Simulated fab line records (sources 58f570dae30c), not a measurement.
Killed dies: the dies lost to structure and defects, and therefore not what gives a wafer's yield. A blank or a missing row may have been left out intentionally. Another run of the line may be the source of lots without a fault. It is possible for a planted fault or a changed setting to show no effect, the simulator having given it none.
The same fault as seen by 2 desks || flow berkeley cmos170 || each desk has only its own numbers; what lay behind them comes last

FROM THE METROLOGY DESK
Means of the sampled wafers that have a number, per lot and without regard to the tool the lot ran on: this is what the gauges read. A lot is out of limits, marked OUT, if its mean lies more than 4 standard deviations from the usual mean; the brackets give that distance.
Columns: A = PVT_TW at UCB170_PVT_TW_MEAS_09, usual 507.5; B = GATE_OXIDE_THK at UCB170_GATE_THK_MEAS_02, usual 6.62 nm
{"lot": "L637", "first seen here": "day 7 01:10", "A": 506.2, "B": 6.58}
{"lot": "L639", "first seen here": "day 7 01:24", "A": 505.8, "B": 6.72}
{"lot": "L641", "first seen here": "day 7 10:57", "A": 508.1, "B": 6.77}
{"lot": "L642", "first seen here": "day 8 04:34", "A": 509.4, "B": 6.54}
{"lot": "L645", "first seen here": "day 8 16:50", "A": 509.0, "B": 6.64}
{"lot": "L646", "first seen here": "day 8 16:58", "A": 506.6, "B": 6.60}
{"lot": "L650", "first seen here": "day 9 04:06", "A": 508.2, "B": 6.49}
{"lot": "L653", "first seen here": "day 10 02:41", "A": 508.1, "B": 6.50}
{"lot": "L654", "first seen here": "day 10 02:42", "A": 510.8, "B": 6.80}
{"lot": "L655", "first seen here": "day 10 02:50", "A": 510.6, "B": 6.45}
{"lot": "L657", "first seen here": "day 10 18:08", "A": 507.5, "B": 6.61}
{"lot": "L656", "first seen here": "day 10 18:23", "A": 508.1, "B": 6.66}
{"lot": "L660", "first seen here": "day 11 06:17", "A": 508.4, "B": 6.67}
{"lot": "L659", "first seen here": "day 11 11:23", "A": 502.2, "B": 6.37}
{"lot": "L658", "first seen here": "day 11 11:40", "A": 505.4, "B": 6.74}
This desk's verdict: no lot among the 15 shows anything out of limits.

DESK OF THE TOOL OWNER: litho track-02
For each lot that ran on this tool, the mean over its sampled wafers that have a number, from the tool's own readings at UCB170_PWELL_PEB_11. A lot is out of limits, marked OUT, if its mean lies more than 4 standard deviations from the usual mean; the brackets give that distance.
Columns: A = heater power total W at UCB170_PWELL_PEB_11, usual 56.80 W; B = plate temp C at UCB170_PWELL_PEB_11, usual 130.02 C
{"lot": "L639", "first seen here": "day 3 17:42", "A": 56.80, "B": 130.16}
{"lot": "L641", "first seen here": "day 4 05:46", "A": 56.84, "B": 130.03}
{"lot": "L642", "first seen here": "day 4 19:00", "A": "57.52 (+17) OUT", "B": "131.43 (+8.8) OUT"}
{"lot": "L645", "first seen here": "day 5 07:26", "A": "57.48 (+16) OUT", "B": "131.32 (+8.1) OUT"}
{"lot": "L646", "first seen here": "day 5 07:44", "A": "57.51 (+17) OUT", "B": "131.29 (+7.9) OUT"}
{"lot": "L656", "first seen here": "day 7 16:43", "A": 56.80, "B": 129.90}
This desk's finding: out of limits on L642, L645, L646; first on L642, day 4 19:00 (heater power total W at UCB170_PWELL_PEB_11). L639, L641, L656: within limits.

BROUGHT TOGETHER
On L642, L645, L646, at day 4 19:00, an alarm was possible from the tool owner's desk.
From the metrology desk's view, nothing was out of limits.
The metrology desk has L642, L645, L646 on record, within its limits.
UCB170_PWELL_PEB_11 was run on litho track-02 by each of the lots named.

WHAT THE SIMULATOR HAD PUT IN
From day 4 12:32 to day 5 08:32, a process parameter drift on litho track-02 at UCB170_PWELL_PEB_11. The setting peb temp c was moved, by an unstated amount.
Struck lots among those shown: L642, L645, L646.
Delay in hours, fault start to first out-of-limits reading, by desk: the tool owner's desk at 6.
